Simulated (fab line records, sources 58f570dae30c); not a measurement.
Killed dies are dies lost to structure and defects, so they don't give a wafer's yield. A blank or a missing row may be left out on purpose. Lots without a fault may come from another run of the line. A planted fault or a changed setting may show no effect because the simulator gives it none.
Which tool did it? | flow berkeley_cmos170 | 15 lots, 45 wafers sampled, at 1 step of a route of 331

WHAT THE GAUGES READ, wafer by wafer
The record holds no reading of a measuring or inspecting step that can be judged against a usual standard deviation.

WHICH TOOL RAN EACH LOT (tool, then ch and the chambers of the sampled wafers, then the start)
lot  | UCB170_PWELL_OXIDATION_02
L972 | furnace-01 ch 0, day 2 19:25
L973 | furnace-02 ch 0, day 2 23:14
L975 | furnace-01 ch 0, day 3 11:56
L976 | furnace-02 ch 0, day 3 16:28
L977 | furnace-02 ch 0, day 3 16:28
L978 | furnace-01 ch 0, day 4 00:13
L979 | furnace-01 ch 0, day 4 00:13
L981 | furnace-02 ch 0, day 4 13:50
L982 | furnace-01 ch 0, day 4 23:40
L984 | furnace-02 ch 0, day 5 03:40
L986 | furnace-01 ch 0, day 5 17:11
L990 | furnace-03, day 6 16:21
L991 | furnace-03, day 6 16:21
L992 | furnace-02, day 6 23:56
L994 | furnace-02 ch 0, day 7 06:33
- UCB170_PWELL_OXIDATION_02: target thk 26.4 nm, ox time 1260 s.

WHAT THE TOOLS THEMSELVES READ (means of the sampled wafers that have a number; where no wafer has one, the mark that the record gives instead)
UCB170_PWELL_OXIDATION_02. Usual: ox_temp_c 1000.0 C, standard deviation 0.44; ox_temp_c_max 1005.1, standard deviation 1.1.
lot  | tool       | ox_temp_c (C) | ox_temp_c_max | flag
L972 | furnace-01 | 999.6         | 1006.3        |
L973 | furnace-02 | 999.9         | 1005.9        |
L975 | furnace-01 | 999.7         | 1004.9        |
L976 | furnace-02 | 1000.0        | 1005.6        |
L977 | furnace-02 | 999.6         | 1004.6        |
L978 | furnace-01 | 999.8         | 1004.5        |
L979 | furnace-01 | 1000.0        | 1004.6        |
L981 | furnace-02 | 1000.3        | 1005.2        |
L982 | furnace-01 | 999.5         | 1005.2        |
L984 | furnace-02 | 1000.1        | 1006.2        |
L986 | furnace-01 | 999.8         | 1006.2        |
L990 | furnace-03 | -             | -             | OFF
L991 | furnace-03 | -             | -             | OFF
L992 | furnace-02 | -             | -             | OFF
L994 | furnace-02 | 999.8         | 1005.3        |

THE ANSWER, worked out from the rows above alone
Rule: a lot is off if the mean of its wafers that have a number lies more than 3 standard deviations from the usual mean. A lot without any number at a reading at which 4 lots or more have one is off too. The other lots that the step has rows for count as sound. The gauges are gone through in route order, then the tools' own readings, and for those a lot's mean is taken as printed above. The first step at which some lot is off is used, and at that step the reading that is off furthest; a lot without a number counts as furthest.
Off: L990, L991, L992, at UCB170_PWELL_OXIDATION_02 (ox_temp_c). Without a number there: L990, L991, L992.
A tool fits if, at that step or a process step before it, it ran every lot that is off, and no sound lot after the first of them. None of those tried fits.

WHAT THE SIMULATOR HAD PUT IN
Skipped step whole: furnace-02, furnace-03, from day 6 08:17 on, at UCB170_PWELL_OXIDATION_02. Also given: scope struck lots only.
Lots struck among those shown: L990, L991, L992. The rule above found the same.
